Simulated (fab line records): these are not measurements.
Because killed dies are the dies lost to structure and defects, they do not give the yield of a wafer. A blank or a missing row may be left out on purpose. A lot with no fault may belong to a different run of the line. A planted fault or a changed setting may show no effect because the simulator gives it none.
One fault seen from 2 desks | flow berkeley-cmos170 | each desk has only its own numbers; what lay behind them comes last

== FROM THE METROLOGY DESK ==
What the gauges read, lot by lot, whatever tool the lot ran on: means of the sampled wafers that have a number. If a lot's mean is further than 4 standard deviations from the usual mean, the lot is out of limits and carries the mark OUT (the distance appears in the brackets).
Columns: A = NWELL_TW at UCB170_NWELL_TW_MEAS_16, usual 1251; B = FIELD_OXIDE_THK at UCB170_FIELD_THK_MEAS_02, usual 561 nm
lot  | first seen here | A               | B
L507 | day 2 10:43     | 1268            | 557
L509 | day 2 19:03     | 1274            | 569
L510 | day 3 01:09     | 1139 (-6.6) OUT | 571
L511 | day 3 06:01     | 1249            | 579
L512 | day 3 15:06     | 1151 (-5.9) OUT | 575
L514 | day 4 01:41     | 1242            | 580
L518 | day 4 18:37     | 1267            | 562
L521 | day 5 00:55     | 1272            | 549
L522 | day 5 08:33     | 1232            | 550
L523 | day 5 12:08     | 1231            | 555
L524 | day 5 21:52     | 1253            | 571
L525 | day 6 02:02     | 1233            | 553
L526 | day 6 06:38     | 1236            | 555
L530 | day 6 23:55     | 1234            | 560
Finding of this desk: L510, L512 out of limits, first seen on L510 at day 3 01:09 (NWELL_TW at UCB170_NWELL_TW_MEAS_16). L507, L509, L511, L514, L518, L521, L522, L523, L524, L525, L526, L530: within limits.

== DESK OF THE TOOL OWNER: implanter-04 ==
For each lot that ran on this tool, the mean over its sampled wafers that have a number, from the tool's own readings at UCB170_NWELL_IMPLANT_14. If a lot's mean is further than 4 standard deviations from the usual mean, the lot is out of limits and carries the mark OUT (the distance appears in the brackets).
Columns: A = beam-energy-keV at UCB170_NWELL_IMPLANT_14, usual 150.00
lot  | first seen here | A
L509 | day 2 18:48     | 150.05
L510 | day 3 00:54     | 97.47 (-99 or more) OUT
L512 | day 3 14:51     | 97.43 (-99 or more) OUT
L525 | day 6 01:47     | 149.99
L526 | day 6 06:23     | 149.96
This desk's finding: out of limits on L510, L512; first on L510, day 3 00:54 (beam-energy-keV at UCB170_NWELL_IMPLANT_14). L509, L525, L526: within limits.

== TAKEN TOGETHER ==
On L510, L512, at day 3 00:54, an alarm was possible from the tool owner's desk.
Metrology desk: alarm possible at day 3 01:09 on L510, L512.
All the named lots went through UCB170_NWELL_IMPLANT_14 on implanter-04.

== WHAT HAD BEEN PUT IN BY THE SIMULATOR ==
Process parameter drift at UCB170_NWELL_IMPLANT_14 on implanter-04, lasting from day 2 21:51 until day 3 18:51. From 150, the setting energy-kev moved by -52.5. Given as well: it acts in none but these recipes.
Lots struck among those shown: L510, L512.
Time in hours from fault onset to the first out-of-limits reading at each desk: tool owner's desk 3, metrology desk 3.
